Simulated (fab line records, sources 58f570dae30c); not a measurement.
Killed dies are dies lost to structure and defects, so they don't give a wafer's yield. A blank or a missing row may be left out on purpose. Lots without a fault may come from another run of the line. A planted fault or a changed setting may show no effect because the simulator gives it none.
Problem report in the 8D (eight disciplines) form, filled by code | flow berkeley_cmos170 | the parts of the form that need people (team, actions taken, sign-off) are left out

1. THE PROBLEM
exposure_dose_mJ_cm2 at UCB170_NWELL_EXPOSE_09 reads a mean of 27.292 on 9 wafers of 3 lots; wafers without a fault read 25.001 with a standard deviation of 0.024. That is +95 standard deviations from the usual mean.
The step: exposes mask NWELL, target cd 3000 nm.
First seen on wafer L457.3, day 5 11:52, on krf_scanner-01. The record holds 21 wafers of 7 lots with a number at this step. Rule for "out", or "out of limits": more than 4 standard deviations from the usual mean. The other wafers with a number count as sound.

2. WHAT IT IS AND WHAT IT IS NOT
question                    | is                     | is not
which readings at this step | exposure_dose_mJ_cm2   | -
which lots                  | L457, L459, L461       | L444, L454, L456, L464
which wafers of those lots  | all that have a number | -
read on which tools         | krf_scanner-01         | krf_scanner-02
when                        | from day 5 11:52       | up to then (9 sound wafers); but 3 sound wafers of L464 came after

3. SUSPECTS, AND WHAT RULES EACH OUT
Counting: a tool at a process step up to the reading stays a suspect if it ran every lot that is out and no sound lot after the first of them.
- krf_scanner-01 at UCB170_NWELL_EXPOSE_09 (exposes mask NWELL, target cd 3000 nm): kept. It ran every lot that is out, first L457 (day 5 11:52), and no sound lot after that; its last sound lot up to then is L454 (day 4 20:10). Its own readings are out on those wafers: exposure_dose_mJ_cm2.
Left after counting: krf_scanner-01 at UCB170_NWELL_EXPOSE_09.

4. THE CAUSE (what the simulator had put in)
Process parameter drift: krf_scanner-01, from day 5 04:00 on, at UCB170_NWELL_EXPOSE_09. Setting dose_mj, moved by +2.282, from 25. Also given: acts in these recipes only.
Counting left only this tool.

5. THE CHAIN OF EFFECTS, in route order
Each row: a reading whose mean over the struck wafers that have a number lies more than 3 standard deviations from the usual. Only readings for which the record gives a usual standard deviation are gone through. hours: the time from each lot's start at the first step in this table that gives one to its start at this step, as a median over the lots. sigmas: the change in usual standard deviations.
hours | step                   | reading              | usual  | on struck wafers | change | sigmas
0     | UCB170_NWELL_EXPOSE_09 | exposure_dose_mJ_cm2 | 25.001 | 27.292           | +2.291 | +95
The process steps in it:
- UCB170_NWELL_EXPOSE_09: exposes mask NWELL, target cd 3000 nm.
Later measuring or inspecting steps at which every struck wafer that the step has a row for has a number for every such reading, and none has moved that far: UCB170_NWELL_OVL_MEAS_12.

6. WHAT WOULD HAVE CAUGHT IT SOONER
In this record the first reading out of limits was taken at day 5 11:52, 8 hours after the fault began at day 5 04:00.
